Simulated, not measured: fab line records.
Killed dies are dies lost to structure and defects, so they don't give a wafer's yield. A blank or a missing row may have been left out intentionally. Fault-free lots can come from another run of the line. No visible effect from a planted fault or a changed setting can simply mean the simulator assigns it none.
Struck lot and sound lot, side by side    flow rit cmos    17 steps out of a route of 202
Sound: these wafers, L119.1, L119.4, L119.6. Struck: wafers L138.3, L138.4, L138.5. Last of all comes the cause.
For every step that has rows: the tool of each side, followed by ch and its chambers, followed by its first start. Under that, the readings that differ: sound wafers    struck wafers    difference of the means    sigmas: that difference in standard deviations of wafers without a fault.
alike: readings with means less than 2 such deviations apart, plus words and numbers identical on both sides. not compared: withheld readings, readings lacking a value on some wafer, bounds such as >300 that could conceal the same value, and numbers that have no deviation in the record and whose values overlap.
A row with sigmas, a row that says differs or no value, or rows on one side alone: a step with any of these is where the two part. Numbers that have no deviation but don't overlap get no sigmas and don't part them. A reading missing from all wafers of one side parts the sides only when that side holds two or more wafers.

RIT_NWELL_TW_MEAS_10:
  sound on film metro-02 at day 2 08:26; struck on film metro-03 at day 6 06:02
  alike: NWELL_TW
then, 6 steps without rows for these wafers: RIT_PWELL_HMDS_00 (prime time 60 s); RIT_PWELL_COAT_01 (resist thk 1300 nm); RIT_PWELL_SOFTBAKE_02 (time 60 s); RIT_PWELL_EXPOSE_03 (exposes mask M3, target cd 43700 nm); RIT_PWELL_PEB_04; RIT_PWELL_DEVELOP_05 (develop time 68 s).
RIT_PWELL_OVL_MEAS_06:
  sound on overlay-02 at day 2 09:22; struck on overlay-01 at day 6 06:59
  alike: PWELL_OVL
then, 2 steps without rows for these wafers: RIT_PWELL_HARDBAKE_07 (time 120 s); RIT_PWELL_IMPLANT_08.
RIT_PWELL_STRIP_09: strips in O2, time 180 s.
  sound on plasma asher-04 ch 0,1, day 2 10:01; struck on plasma asher-04 ch 0,1, day 6 07:28
  alike: drypump motor current A
  not compared: rf hours counter h
RIT_PWELL_TW_MEAS_10:
  sound on film metro-04 at day 2 10:11; struck on film metro-04 at day 6 07:36
  alike: PWELL_TW
RIT_WELLDRIVE_ANNEAL_00: time 14700 s.
  sound on furnace-04 ch 0, day 2 10:15; struck on furnace-04 ch 0, day 6 07:38
reading                 sound                 struck                difference  sigmas
spike tc centre C (C)   1102.8 1104.9 1103.0  1094.3 1096.7 1094.4  -8.4        -6
spike tc source C (C)   1127.1 1126.1 1127.3  1118.4 1118.2 1119.1  -8.3        -6
tube center temp C (C)  1100 1100.1 1100.1    1091.8 1092 1091.9    -8.2        -82
tube_center_temp_C_max  1102.1 1102.7 1103.8  1094.6 1094.6 1094.4  -8.3        -18
  alike: zone power centre pct
RIT_WELLDRIVE_RS_MEAS_01: uses a four-point probe to measure.
  sound on film metro-04 at day 2 15:20; struck on film metro-04 at day 6 12:46
reading            sound              struck             difference  sigmas
NWELL_RS (ohm/sq)  275.8 275.6 275.4  284.6 284.4 285.9  +9.4        +12
RIT_WELLDRIVE_RS_MEAS_02: uses a four-point probe to measure.
  sound on film metro-04 at day 2 15:28; struck on film metro-04 at day 6 12:53
reading            sound              struck             difference  sigmas
PWELL_RS (ohm/sq)  430.3 429.9 429.2  440.5 440.2 440.5  +10.6       +10
then, 1 step without rows for these wafers: RIT_NRETRO_HMDS_00 (prime time 60 s).
RIT_M1_PROBE_99:
  sound on prober-02 at day 3 22:16; struck on prober-01 at day 7 18:30
reading                                 sound              struck             difference  sigmas
model.etest.nwell pinched.rs ohm sq     327.6 332.6 337.2  355.1 347.5 347.9  +17.7       
model.etest.pwell pinched.rs ohm sq     446.5 457.5 455.6  471.7 469.9 465.1  +15.7       
model.etest.pwell.rs ohm sq             412.9 421.6 417.4  426.1 431.2 425.8  +10.4       
model.etest.diode pplus nwell.bv v (V)  6.529 6.551 6.612  6.489 6.42 6.427   -0.119      
model.etest.diode pplus comb.cj ff um2  2 1.996 2.004      2.049 2.059 2.055  +0.054      
  alike: killed at contacts, killed at front end, killed dies, killed open, killed short
  not compared: model.etest.field n.vt v, model.etest.field p metal.vt v, model.etest.field p.vt v

WHERE THEY PART
Earliest at RIT_WELLDRIVE_ANNEAL_00; latest, in this record, at RIT_WELLDRIVE_RS_MEAS_02. Later steps at which nothing parts them and some readings are alike: RIT_M1_PROBE_99.

WHY: what had been put in by the simulator
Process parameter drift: furnace-04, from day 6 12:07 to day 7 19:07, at RIT_WELLDRIVE_ANNEAL_00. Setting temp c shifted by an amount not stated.
